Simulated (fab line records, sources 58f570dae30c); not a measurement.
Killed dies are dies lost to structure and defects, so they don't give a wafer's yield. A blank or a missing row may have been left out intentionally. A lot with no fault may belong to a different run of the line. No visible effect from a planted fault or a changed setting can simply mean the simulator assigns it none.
Problem report in the 8D (eight disciplines) form, filled by code -- flow berkeley_cmos170 -- the parts of the form that need people (team, actions taken, sign-off) are left out

== 1. PROBLEM STATEMENT ==
cd_nm at UCB170_V1_CD_MEAS_12 reads a mean of 714.0 nm on 6 wafers of 2 lots; wafers without a fault read 700.2 nm with a standard deviation of 1.5. That is +9.2 standard deviations from the usual mean.
The step: target cd 700 nm.
Seen first at day 8 18:21 on cd_sem-01, wafer L670.1. Wafers with a number at this step in the record: 42, from 14 lots. Rule for "out", or "out of limits": more than 4 standard deviations from the usual mean. Any other wafer with a number is counted as sound.

== 2. WHAT IT IS AND WHAT IT IS NOT ==
question,is,is not
which readings at this step,cd_nm,-
which lots,"L670, L672","L663, L665, L676, L677, L678, L679, L680, L682, L683, L684, L685, L686"
which wafers of those lots,all that have a number,-
read on which gauges,cd_sem-01,cd_sem-02
when,from day 8 18:21,"up to then (6 sound wafers); but 30 sound wafers of L676, L677, L678, L679, L680, L682, L683, L684, L685, L686 came after"

== 3. SUSPECTS, AND WHAT RULES EACH OUT ==
Counting: any tool at a process step up to the reading is kept as a suspect provided that every lot that is out went through it and no sound lot did after the first of them.
- the gauge at UCB170_V1_CD_MEAS_12: kept. All the wafers that are out were read on cd_sem-01, and no step on other tools shows them out.
- litho_track-04 at UCB170_V1_PEB_10: kept. It ran every lot that is out, first L670 (day 8 18:04), and no sound lot after that.
What counting leaves: litho_track-04 at UCB170_V1_PEB_10 and cd_sem-01 at UCB170_V1_CD_MEAS_12.

== 4. THE CAUSE (what the simulator had put in) ==
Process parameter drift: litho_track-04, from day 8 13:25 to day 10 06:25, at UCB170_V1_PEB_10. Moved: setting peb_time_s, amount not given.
This tool is one of the 2 suspects left after counting.

== 5. THE EFFECT CHAIN, in route order ==
Each row: a reading where the mean over the struck wafers with a number is more than 3 standard deviations away from the usual. Only readings for which the record gives a usual standard deviation are gone through. hours: the time from each lot's start at the first step in this table that gives one to its start at this step, as a median over the lots. sigmas: the change in usual standard deviations.
hours,step,reading,usual,on struck wafers,change,sigmas
0,UCB170_V1_CD_MEAS_12,cd_nm,700.2 nm,714.0,+13.8,+9.2
Later measuring or inspecting steps at which every struck wafer that the step has a row for has a number for every such reading, and none has moved that far: UCB170_V2_BOW_MEAS_03.

== 6. WHAT WOULD HAVE CAUGHT IT SOONER ==
5 hours passed between the start of the fault at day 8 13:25 and the first reading out of limits at a measuring or inspecting step in this record, taken at day 8 18:21.
Of the tool readings at UCB170_V1_PEB_10 for which the record gives a usual standard deviation, none was out on any struck wafer, so an alarm limit of 4 standard deviations on them would not have fired.
Lots out: 2; of these, L672 started UCB170_V1_PEB_10 on litho_track-04 after day 8 18:21. It would have been spared by a hold on the tool at that moment.
